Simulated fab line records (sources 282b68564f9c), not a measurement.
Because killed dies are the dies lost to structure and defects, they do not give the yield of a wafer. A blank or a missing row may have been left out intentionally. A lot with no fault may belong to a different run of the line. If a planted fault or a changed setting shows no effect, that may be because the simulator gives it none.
Which tool did it? / flow rit-cmos / 7 lots with 20 wafers sampled at 2 steps, on a route of 202 steps

== WHAT EACH GAUGE READ, for each wafer ==
RIT_ACTIVE_THK_MEAS_02.
lot=L766; measured=day 1 17:07; on=film-metro-02; ACTIVE_OXIDE_THK (nm)=44.5 43.8 44.0
lot=L768; measured=day 2 03:05; on=film-metro-03; ACTIVE_OXIDE_THK (nm)=44.6 44.1 44.8
lot=L770; measured=day 2 13:04; on=film-metro-01; ACTIVE_OXIDE_THK (nm)=36.9 36.3 37.2
lot=L776; measured=day 3 19:05; on=film-metro-02; ACTIVE_OXIDE_THK (nm)=40.1 38.7
lot=L780; measured=day 4 15:03; on=film-metro-03; ACTIVE_OXIDE_THK (nm)=46.2 46.1 45.4
lot=L786; measured=day 5 22:02; on=film-metro-02; ACTIVE_OXIDE_THK (nm)=44.3 44.3 45.0
lot=L788; measured=day 6 07:04; on=film-metro-02; ACTIVE_OXIDE_THK (nm)=46.2 46.6 46.2

== WHICH TOOL RAN EACH LOT (tool, then ch and the chambers of the sampled wafers, then the start) ==
lot=L766; RIT_ACTIVE_OXIDATION_01=furnace-03 ch 0, day 1 15:10
lot=L768; RIT_ACTIVE_OXIDATION_01=furnace-01 ch 0, day 2 01:07
lot=L770; RIT_ACTIVE_OXIDATION_01=furnace-01 ch 0, day 2 11:07
lot=L776; RIT_ACTIVE_OXIDATION_01=furnace-01 ch 0, day 3 17:07
lot=L780; RIT_ACTIVE_OXIDATION_01=furnace-04 ch 0, day 4 13:07
lot=L786; RIT_ACTIVE_OXIDATION_01=furnace-03 ch 0, day 5 20:05
lot=L788; RIT_ACTIVE_OXIDATION_01=furnace-04 ch 0, day 6 05:07
- RIT_ACTIVE_OXIDATION_01: target thk 46.8 nm, ox time 3202 s.

== THE ANSWER, worked out from the rows above alone ==
Rule: usual is defined by the lots themselves. The widest of any qualifying gaps counts: lots, ordered by their means at a reading, are off when they make up no more than a third of the lots, leave a main group of 4 or more, and stand apart from it by 3 or more times the standard deviation of that group's means. Not used: any main group whose means are identical at the precision the tables above print for the reading. Also off: a lot with no number at a reading for which 4 or more lots have one. Where the step has rows for the other lots, those lots are counted as sound.
Off: at RIT_ACTIVE_THK_MEAS_02 (ACTIVE_OXIDE_THK), L770, L776. For the main group the mean is 45.1 nm and the standard deviation 0.88.
If a tool, at a process step before that reading, ran all the lots that are off and no sound lot after the first of them, it fits. Gauges at RIT_ACTIVE_THK_MEAS_02: tried the same way as those tools. One fits: RIT_ACTIVE_OXIDATION_01 on furnace-01. Its last sound lot is L768 (day 2 01:07), its first lot that is off L770 (day 2 11:07): a fault that began between those two fits.

== WHAT HAD BEEN PUT IN BY THE SIMULATOR ==
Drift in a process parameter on furnace-01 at RIT_ACTIVE_OXIDATION_01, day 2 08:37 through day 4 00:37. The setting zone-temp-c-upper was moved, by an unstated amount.
Lots struck among those shown: L770, L776. The rule given above showed the same thing.
